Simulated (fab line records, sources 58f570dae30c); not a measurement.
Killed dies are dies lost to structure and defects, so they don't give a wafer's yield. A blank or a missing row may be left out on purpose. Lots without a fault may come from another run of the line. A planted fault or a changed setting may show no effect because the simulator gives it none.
Which tool did it? | flow berkeley_cmos170 | 9 lots, 27 wafers sampled, at 3 steps of a route of 331

WHAT THE GAUGES READ, wafer by wafer
UCB170_GATE_THK_MEAS_02.
lot  | measured     | on            | GATE_OXIDE_THK (nm)
L695 | day 5 16:07  | film_metro-04 | 6.83 6.59 6.76
L696 | day 5 16:04  | film_metro-03 | 6.60 6.65 6.66
L697 | day 6 04:56  | film_metro-03 | 6.66 6.50 6.73
L698 | day 6 04:55  | film_metro-04 | 6.51 6.49 6.39
L700 | day 6 17:44  | film_metro-03 | 6.67 6.82 6.76
L705 | day 8 06:36  | film_metro-04 | 5.84 5.81 5.84
L706 | day 8 12:20  | film_metro-02 | 5.84 5.88 5.87
L714 | day 10 03:46 | film_metro-03 | 6.61 6.64 6.72
L715 | day 10 03:41 | film_metro-03 | 6.50 6.67 6.70

UCB170_GATE_CD_MEAS_90: target cd 350 nm.
lot  | measured     | on        | cd_nm (nm)
L695 | day 5 23:59  | cd_sem-01 | 351.3 349.5 351.1
L696 | day 5 23:52  | cd_sem-01 | 351.2 351.4 353.3
L697 | day 6 13:17  | cd_sem-01 | 353.2 353.1 352.9
L698 | day 6 12:58  | cd_sem-01 | 351.6 350.1 350.9
L700 | day 7 03:30  | cd_sem-02 | 350.4 349.5 350.0
L705 | day 8 16:54  | cd_sem-01 | 350.4 350.2 351.3
L706 | day 8 20:49  | cd_sem-01 | 348.9 347.6 347.6
L714 | day 10 09:27 | cd_sem-01 | 350.3 351.3 351.9
L715 | day 10 09:18 | cd_sem-02 | 350.9 350.0 349.7

WHICH TOOL RAN EACH LOT (tool, then ch and the chambers of the sampled wafers, then the start)
lot  | UCB170_GATE_OXIDATION_01
L695 | furnace-04 ch 0, day 5 14:34
L696 | furnace-04 ch 0, day 5 14:34
L697 | furnace-02 ch 0, day 6 03:25
L698 | furnace-02 ch 0, day 6 03:25
L700 | furnace-01 ch 0, day 6 16:14
L705 | furnace-04 ch 0, day 8 05:05
L706 | furnace-04 ch 0, day 8 10:50
L714 | furnace-02 ch 0, day 10 02:10
L715 | furnace-02 ch 0, day 10 02:10
- UCB170_GATE_OXIDATION_01: target thk 6.6 nm, ox time 1800 s.

WHAT THE TOOLS THEMSELVES READ (means of the sampled wafers that have a number; where no wafer has one, the mark that the record gives instead)
UCB170_GATE_OXIDATION_01.
lot  | tool       | spike_tc_centre_C (C) | spike_tc_source_C (C) | tube_center_temp_C (C) | tube_center_temp_C_max | zone_power_centre_pct (%)
L695 | furnace-04 | 851.7                 | 869.7                 | 850                    | 852.3                  | 43.1
L696 | furnace-04 | 851.9                 | 868.6                 | 850                    | 852.6                  | 42.8
L697 | furnace-02 | 851.2                 | 871.6                 | 850                    | 852.2                  | 41.7
L698 | furnace-02 | 852.3                 | 871.4                 | 850                    | 852.1                  | 41.7
L700 | furnace-01 | 852.1                 | 875.3                 | 850                    | 852.0                  | 39.0
L705 | furnace-04 | 843.5                 | 859.8                 | 841                    | 843.2                  | 42.4
L706 | furnace-04 | 842.8                 | 859.4                 | 841                    | 843.6                  | 42.6
L714 | furnace-02 | 850.9                 | 870.8                 | 850                    | 852.3                  | 41.4
L715 | furnace-02 | 852.1                 | 871.3                 | 850                    | 852.3                  | 41.5

THE ANSWER, worked out from the rows above alone
Rule: what is usual is taken from the lots themselves. Put in order of their means at a reading, lots are off if they are a third of the lots or fewer, leave a main group of 4 or more, and stand apart from it by a gap of 3 or more times the standard deviation of the main group's means; of several such gaps the widest counts. A main group whose means are all the same, to the digits that the tables above print for the reading, isn't used. A lot without any number at a reading at which 4 lots or more have one is off too. The other lots that the step has rows for count as sound. The gauges are gone through in route order, then the tools' own readings, and for those a lot's mean is taken as printed above. The first step at which some lot is off is used, and at that step the reading that is off furthest; a lot without a number counts as furthest.
Off: L705, L706, at UCB170_GATE_THK_MEAS_02 (GATE_OXIDE_THK). The main group: mean 6.64 nm, standard deviation 0.086.
A tool fits if, at a process step before that reading, it ran every lot that is off, and no sound lot after the first of them. The gauges at UCB170_GATE_THK_MEAS_02 aren't tried: what is off there is off at UCB170_GATE_OXIDATION_01 too, on other tools, and a gauge's error can't cause that. One fits: furnace-04 at UCB170_GATE_OXIDATION_01. Its last sound lot is L695 (day 5 14:34), its first lot that is off L705 (day 8 05:05): a fault that began between those two fits.
The tool's own readings at UCB170_GATE_OXIDATION_01 bear it out: on the lots that are off they differ by more than 5 times the standard deviation of the sound lots' means. spike_tc_centre_C reads 843.1 C there against 851.7 C on the sound lots; spike_tc_source_C reads 859.6 C there against 871.2 C on the sound lots; tube_center_temp_C reads 841 C there against 850 C on the sound lots; tube_center_temp_C_max reads 843.4 there against 852.3 on the sound lots.

WHAT THE SIMULATOR HAD PUT IN
Process parameter drift: furnace-04, from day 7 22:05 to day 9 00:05, at UCB170_GATE_OXIDATION_01. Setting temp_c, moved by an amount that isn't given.
Lots struck among those shown: L705, L706. The rule above found the same.
